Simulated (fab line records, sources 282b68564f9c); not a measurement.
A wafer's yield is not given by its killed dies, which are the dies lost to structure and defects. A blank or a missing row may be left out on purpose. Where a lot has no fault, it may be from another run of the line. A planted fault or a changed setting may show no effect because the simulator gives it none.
Lot-split experiment ; flow rit-cmos ; 23 wafers read across 5 lots, on a route 202 steps long

## ON THE SPLIT
At RIT_SILICIDE_SPUTTER_01 (material Ti, target thk 30 nm, time 240 s), the setting time-s was moved away from the recipe's 240 s on 8 of the 23 wafers read, by -6.9% to +10.8%. All remaining wafers had this setting at the recipe value.

## THE PATH FROM SPLIT TO READING: the file shows 1 step between them
- RIT_SILICIDE_RS_MEAS_02: measures by four-point-probe

## THE READING
SILICIDE_TI_THK, in nm, at RIT_SILICIDE_THK_MEAS_03 (measures by xrf). Fault-free wafers of this fab line usually give 29.9 nm, standard deviation 0.38 nm.

wafer;tool, chamber at the split;time-s as run, s;against the recipe;SILICIDE_TI_THK, nm;against lot-mates on the recipe
L074.1;pvd-sputter-02, -;223.4;-6.9%;27.5;-2.6
L074.2;pvd-sputter-02, -;240;recipe;30.1;-
L074.4;pvd-sputter-02, -;223.4;-6.9%;28.0;-2.1
L074.5;pvd-sputter-02, -;240;recipe;30.0;-
L074.6;pvd-sputter-02, -;223.4;-6.9%;27.6;-2.4
L076.2;pvd-sputter-02, -;223.5;-6.9%;28.0;-1.4
L076.3;pvd-sputter-02, -;240;recipe;29.5;-
L076.4;pvd-sputter-02, -;240;recipe;29.4;-
L076.5;pvd-sputter-02, -;223.5;-6.9%;27.5;-1.9
L076.6;pvd-sputter-02, -;223.5;-6.9%;27.7;-1.8
L077.1;pvd-sputter-04, -;240;recipe;29.5;-
L077.2;pvd-sputter-04, -;240;recipe;29.8;-
L077.3;pvd-sputter-04, -;266;+10.8%;33.2;+3.5
L077.4;pvd-sputter-04, -;266;+10.8%;33.4;+3.7
L077.6;pvd-sputter-04, -;240;recipe;29.8;-
L082.2;pvd-sputter-02, -;240;recipe;30.2;-
L082.3;pvd-sputter-02, -;240;recipe;30.0;-
L082.4;pvd-sputter-02, -;240;recipe;30.1;-
L082.5;pvd-sputter-02, -;240;recipe;30.0;-
L082.6;pvd-sputter-02, -;240;recipe;29.9;-
L085.3;pvd-sputter-04, -;240;recipe;29.6;-
L085.4;pvd-sputter-04, -;240;recipe;29.2;-
L085.5;pvd-sputter-04, -;240;recipe;29.7;-

FIT RESULTS
A straight line over all 23 wafers: SILICIDE_TI_THK changes by +0.312 nm for each +1% of time-s; r = +0.98; the points scatter about the line by 0.27 nm.
The same after taking each lot's own level away (the mean of its wafers on the recipe; 23 wafers): +0.314 nm for each +1%; r = +0.99; scatter 0.24 nm.
According to that fit, moving time-s by its largest amount changes the reading by 3.4 nm.
From 29.45 to 30.05 nm: that is the span of the lots' own levels, equal to 1.6 times the standard deviation above.
Consequently the slope shifts little with the lot-to-lot level, the two slopes agreeing.
Check: for one of the wafers moved furthest among these (+10.8%), held out of the fit, the line's prediction against its lot-mates is +3.43 nm. Against them it came out at +3.5 nm.

## THESE WAFERS: OTHER SPLITS
These wafers also went through other splits before the reading. Each is held against what the fit with the lots' levels taken away leaves over:
other split on the same wafers;wafers away from the commonest value;r with SILICIDE_TI_THK (lot level and that fit taken away)
RIT_PLDD_COAT_01 resist-thk-nm;9;-0.18
RIT_NSD_COAT_01 spin-rpm;11;+0.44
RIT_PSD_COAT_01 spin-rpm;8;+0.10

## THE WHOLE CHAIN: every reading that the file lists as answering this split, in the file's order
step;what it does;reading;change (the file's fit);r (the file's)
RIT_SILICIDE_SPUTTER_01;material Ti, target thk 30 nm, time 240 s;Ti_of_SILICIDE_SPUTTER_01.thk-nm (the simulator's own value, which no gauge read);+0.315 nm for each +1% of the setting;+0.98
RIT_SILICIDE_RS_MEAS_02;measures by four-point-probe;SILICIDE_TI_RS;-0.611 for each +1% of the setting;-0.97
RIT_SILICIDE_THK_MEAS_03;measures by xrf;SILICIDE_TI_THK;+0.317 for each +1% of the setting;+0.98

## THE FILE'S OWN FIT
SILICIDE_TI_THK changes by +0.317 nm for each +1% of time-s, r = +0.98.
